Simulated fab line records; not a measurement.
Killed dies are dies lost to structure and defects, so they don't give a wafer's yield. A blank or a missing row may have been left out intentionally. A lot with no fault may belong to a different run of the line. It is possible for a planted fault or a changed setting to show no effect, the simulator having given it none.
Which of the tools did it?    flow rit cmos    Sampling: 14 lots, 42 wafers, 4 of 202 route steps

WHAT THE GAUGES READ, wafer by wafer
RIT_ACTIVE_THK_MEAS_02. Usual: ACTIVE_OXIDE_THK gives 46.9 nm (standard deviation 0.76).
lot   measured     on             ACTIVE_OXIDE_THK (nm)  flag
L636  day 1 17:03  film metro-01  47.3 47.6 47.5         
L638  day 2 04:24  film metro-03  47.5 47.2 46.7         
L639  day 2 08:42  film metro-02  46.5 45.7 46.3         
L640  day 2 14:13  film metro-02  47.0 46.9 46.7         
L642  day 2 23:43  film metro-03  47.5 48.6 47.3         
L643  day 3 04:07  film metro-01  45.4 44.9 45.9         
L649  day 4 10:40  film metro-02  47.3 47.1 47.9         
L652  day 5 02:56  film metro-02  46.9 46.8 47.2         
L653  day 5 06:23  film metro-01  46.7 46.5 47.7         
L654  day 5 14:54  film metro-01  46.0 46.5 46.0         
L655  day 5 16:04  film metro-01  47.5 47.4 47.4         
L656  day 5 21:58  film metro-02  45.5 45.5 46.6         
L657  day 6 03:43  film metro-02  47.1 46.9 47.2         
L658  day 6 07:04  film metro-03  45.8 45.9 46.0         

RIT_WELLDRIVE_RS_MEAS_02: a four-point-probe measurement. Usual: PWELL_RS gives 429.6 ohm/sq (standard deviation 1.4).
lot   measured     on             PWELL_RS (ohm/sq)  flag
L636  day 2 15:13  film metro-03  428.3 428.9 429.3  
L638  day 2 23:40  film metro-04  429.9 429.5 429.5  
L639  day 3 04:55  film metro-01  427.5 428.6 428.5  
L640  day 3 09:21  film metro-03  427.4 426.7 427.3  
L642  day 3 18:06  film metro-01  429.3 430.8 431.6  
L643  day 3 22:18  film metro-03  428.5 429.4 427.1  
L649  day 5 04:19  film metro-04  430.7 429.5 431.0  
L652  day 5 23:17  film metro-03  427.6 427.6 426.5  
L653  day 6 04:22  film metro-03  427.6 428.7 427.1  
L654  day 6 10:02  film metro-04  432.2 430.5 430.6  
L655  day 6 11:09  film metro-01  431.9 430.2 429.6  
L656  day 6 15:06  film metro-01  429.8 429.8 430.0  
L657  day 6 21:20  film metro-04  429.7 430.6 432.5  
L658  day 7 03:31  film metro-04  429.4 429.3 428.9  

RIT_PRETRO_TW_MEAS_10. Usual: PRETRO_TW gives 475 (standard deviation 3.6).
lot   measured     on             PRETRO_TW    flag
L636  day 2 18:38  film metro-01  472 468 469  
L638  day 3 03:10  film metro-01  472 470 471  
L639  day 3 08:16  film metro-01  473 472 472  
L640  day 3 12:37  film metro-02  479 481 479  
L642  day 3 21:23  film metro-01  472 472 471  
L643  day 4 01:34  film metro-04  480 481 480  
L649  day 5 07:43  film metro-02  474 474 476  
L652  day 6 02:26  film metro-04  478 481 478  
L653  day 6 07:38  film metro-02  478 473 477  
L654  day 6 13:19  film metro-04  479 479 478  
L655  day 6 14:26  film metro-02  476 474 472  
L656  day 6 18:30  film metro-01  475 475 474  
L657  day 7 00:36  film metro-01  475 474 471  
L658  day 7 06:54  film metro-01  477 473 473  

TOOL THAT RAN EACH LOT (tool first, then ch and the chambers of the sampled wafers, then the start)
lot   RIT_PRETRO_STRIP_09
L636  plasma asher-01 ch 0,1, day 2 18:28
L638  plasma asher-03 ch 0,1, day 3 02:58
L639  plasma asher-03 ch 0,1, day 3 08:06
L640  plasma asher-01 ch 0,1, day 3 12:28
L642  plasma asher-03 ch 0,1, day 3 21:13
L643  plasma asher-04 ch 0,1, day 4 01:23
L649  plasma asher-01 ch 0,1, day 5 07:32
L652  plasma asher-01 ch 0,1, day 6 02:15
L653  plasma asher-01 ch 0,1, day 6 07:26
L654  plasma asher-01 ch 0,1, day 6 13:08
L655  plasma asher-01 ch 0,1, day 6 14:16
L656  plasma asher-01 ch 0,1, day 6 18:19
L657  plasma asher-03 ch 0, day 7 00:25
L658  plasma asher-03 ch 0,1, day 7 06:46
- RIT_PRETRO_STRIP_09: strips in O2, time 180 s.

WHAT THE TOOLS THEMSELVES READ (means of the sampled wafers that have a number; where no wafer has one, the mark that the record gives instead)
RIT_PRETRO_STRIP_09. Usual: chamber pressure mTorr 4000 mTorr, standard deviation 3.8; drypump motor current A 5.9 A, standard deviation 0.3; rf refl power W 6.6 W, standard deviation 1.5.
lot   tool             chamber pressure mTorr (mTorr)  drypump motor current A (A)  rf refl power W (W)  flag
L636  plasma asher-01  3998                            6.1                          6.7                  
L638  plasma asher-03  4001                            6.0                          8.0                  
L639  plasma asher-03  3997                            6.0                          8.2                  
L640  plasma asher-01  4000                            5.9                          6.6                  
L642  plasma asher-03  -                               -                            -                    OFF
L643  plasma asher-04  -                               -                            -                    OFF
L649  plasma asher-01  4001                            6.1                          6.8                  
L652  plasma asher-01  4002                            6.1                          6.6                  
L653  plasma asher-01  4002                            6.2                          6.5                  
L654  plasma asher-01  3999                            5.9                          6.7                  
L655  plasma asher-01  4001                            6.2                          6.6                  
L656  plasma asher-01  4001                            5.8                          6.5                  
L657  plasma asher-03  3999                            5.9                          8.8                  
L658  plasma asher-03  3998                            6.0                          8.1                  

THE ANSWER, worked out from the rows above alone
Rule: a lot is off if the mean of its wafers that have a number lies more than 3 standard deviations from the usual mean. A lot without any number at a reading at which 4 lots or more have one is off too. Where the step has rows for the other lots, those lots are counted as sound. First the gauges in route order, then the tools' own readings, where a lot's mean is used as printed above. At the first step where some lot is off, the reading lying furthest off is the one used; lots without a number count as furthest.
Off: L642, L643 (RIT_PRETRO_STRIP_09, chamber pressure mTorr). Without a number there: L642, L643.
A tool fits if, at that step or a process step before it, it ran every lot that is off, and no sound lot after the first of them. Not one of the candidates tried fits.

WHAT THE SIMULATOR HAD INSERTED
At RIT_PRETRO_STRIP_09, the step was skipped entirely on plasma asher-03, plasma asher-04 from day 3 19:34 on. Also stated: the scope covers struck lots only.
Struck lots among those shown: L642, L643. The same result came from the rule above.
